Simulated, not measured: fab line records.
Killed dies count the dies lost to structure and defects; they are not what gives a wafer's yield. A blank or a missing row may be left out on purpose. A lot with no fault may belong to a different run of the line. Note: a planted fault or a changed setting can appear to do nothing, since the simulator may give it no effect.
A lot that was struck, set against a sound lot	flow rit_cmos	33 out of 202 route steps
Sound: wafers L666.2, L666.5, L666.6. The struck wafers were L656.1, L656.4, L656.5. Last of all comes the cause.
At each step with rows: each side's tool, then ch and its chambers, then its first start. Under that, the readings that differ: sound wafers	struck wafers	difference of the means	sigmas: that difference in standard deviations of wafers without a fault.
alike: a reading whose means differ by less than 2 such deviations, as well as words and numbers matching on both sides. not compared: withheld readings; readings where some wafer has no value; bounds like >300 that might hide an equal value; numbers whose values overlap and for which the record gives no deviation.
Wherever a step has rows on one side only, a row that says differs or no value, or a row with sigmas, the two part there. Non-overlapping numbers with no deviation appear without sigmas and do not part them. A reading missing from all wafers of one side parts the sides only when that side holds two or more wafers.

RIT_NRETRO_TW_MEAS_10:
  struck on film_metro-04, day 3 20:45; sound on film_metro-04, day 5 21:56
  alike: NRETRO_TW
then, 6 steps without rows for these wafers: RIT_PRETRO_HMDS_00 (prime time 60 s); RIT_PRETRO_COAT_01 (resist thk 1300 nm); RIT_PRETRO_SOFTBAKE_02 (time 60 s); RIT_PRETRO_EXPOSE_03 (exposes mask M5, target cd 43700 nm); RIT_PRETRO_PEB_04; RIT_PRETRO_DEVELOP_05 (develop time 68 s).
RIT_PRETRO_OVL_MEAS_06:
  struck on overlay-01, day 3 21:49; sound on overlay-01, day 5 22:56
  alike: PRETRO_OVL
then, 2 steps without rows for these wafers: RIT_PRETRO_HARDBAKE_07 (time 120 s); RIT_PRETRO_IMPLANT_08.
RIT_PRETRO_STRIP_09: strips in O2, time 180 s.
  sound on plasma_asher-02 ch 0,1, day 5 23:22; struck on plasma_asher-02 ch 0,1, day 3 22:15
  alike: drypump_motor_current_A
  not compared: rf_hours_counter_h
RIT_PRETRO_TW_MEAS_10:
  struck on film_metro-02, day 3 22:26; sound on film_metro-04, day 5 23:32
  alike: PRETRO_TW
RIT_GATE_WET_ETCH_00: etches SiO2 in BOE, target depth 56 nm, time 60 s.
  sound on wet_bench-04 ch 2, day 5 23:35; struck on wet_bench-01 ch 0, day 3 22:29
  no value came back on the struck wafers for bath_heat_duty_pct (%), run_length_s (s); on the sound wafers bath_heat_duty_pct (%) reads 1.8 1.9 1.3
reading	sound	struck	difference	sigmas
model.SiO2_of_FOX2_OXIDATION_00.thk_nm (nm)	269 267.9 265.8	313.2 319.7 320.8	+50.3	
model.SiO2_of_ACTIVE_OXIDATION_01.thk_nm (nm)	0 0 0	42.12 41.19 42.29	+41.87	
then, 4 steps without rows for these wafers: RIT_GATE_CLEAN_01 (cleans in SC1, time 600 s); RIT_GATE_CLEAN_02 (cleans in dHF, time 30 s); RIT_GATE_CLEAN_03 (cleans in SC2, time 600 s); RIT_GATE_CLEAN_04 (cleans in dHF, time 60 s).
RIT_FOX2_THK_MEAS_91:
  struck on film_metro-01, day 3 22:55; sound on film_metro-02, day 6 00:06
reading	sound	struck	difference	sigmas
FIELD_OXIDE_LEFT_2_THK (nm)	257 256 254	301 307 309	+50	+8
then, 9 steps without rows for these wafers: RIT_GATE_OXIDATION_05 (target thk 3 nm, ox time 270 s); RIT_GATE_ANNEAL_06 (time 600 s); RIT_GATE_CVD_08 (deposits poly-Si from SiH4, target thk 250 nm, time 2220 s); RIT_GATE_HMDS_10 (prime time 60 s); RIT_GATE_COAT_11 (resist thk 850 nm); RIT_GATE_SOFTBAKE_12 (time 60 s); RIT_GATE_EXPOSE_13 (exposes mask M6, target cd 150 nm); RIT_GATE_PEB_14; RIT_GATE_DEVELOP_15 (develop time 50 s).
RIT_GATE_CD_MEAS_16: target cd 150 nm.
  struck on cd_sem-01, day 4 05:34; sound on cd_sem-02, day 6 06:35
  alike: cd_nm
RIT_GATE_OVL_MEAS_17:
  struck on overlay-02, day 4 05:41; sound on overlay-01, day 6 06:43
  alike: GATE_OVL
then, 1 step without rows for these wafers: RIT_GATE_HARDBAKE_18 (time 60 s).
RIT_GATE_ETCH_19: etches poly-Si in SF6/CHF3/O2, stops on SiO2, time 165 s, target depth 312.5 nm.
  sound on rie_si-01 ch 0,3, day 6 06:54; struck on rie_si-01 ch 0,2,3, day 4 05:52
reading	sound	struck	difference	sigmas
model.SiO2_of_FOX2_OXIDATION_00.thk_nm (nm)	246.2 245.1 242.9	290.1 296.5 298.1	+50.2	
  alike: CHF3_flow_sccm, O2_flow_sccm, drypump_motor_current_A, oes_product_au, throttle_valve_pct
  not compared: rf_hours_counter_h
RIT_GATE_STRIP_20: strips in O2, time 180 s.
  sound on plasma_asher-02 ch 0,1, day 6 07:00; struck on plasma_asher-02 ch 0,1, day 4 05:59
  alike: drypump_motor_current_A
  not compared: rf_hours_counter_h
RIT_M1_PROBE_99:
  struck on prober-02, day 5 02:39; sound on prober-01, day 7 03:53
reading	sound	struck	difference	sigmas
killed_at_M0_to_M3	0 0 0	0 0 1	+0	+4
killed_at_front_end	6 7 8	264 264 263	+257	+89
killed_dies	6 7 8	264 264 264	+257	+89
killed_on_rim	1 2 2	70 70 70	+68	+49
  alike: killed_at_contacts, killed_open, killed_short

## WHERE THEY PART
First at RIT_GATE_WET_ETCH_00; last, within this record, at RIT_M1_PROBE_99.

WHY: what had been put in by the simulator
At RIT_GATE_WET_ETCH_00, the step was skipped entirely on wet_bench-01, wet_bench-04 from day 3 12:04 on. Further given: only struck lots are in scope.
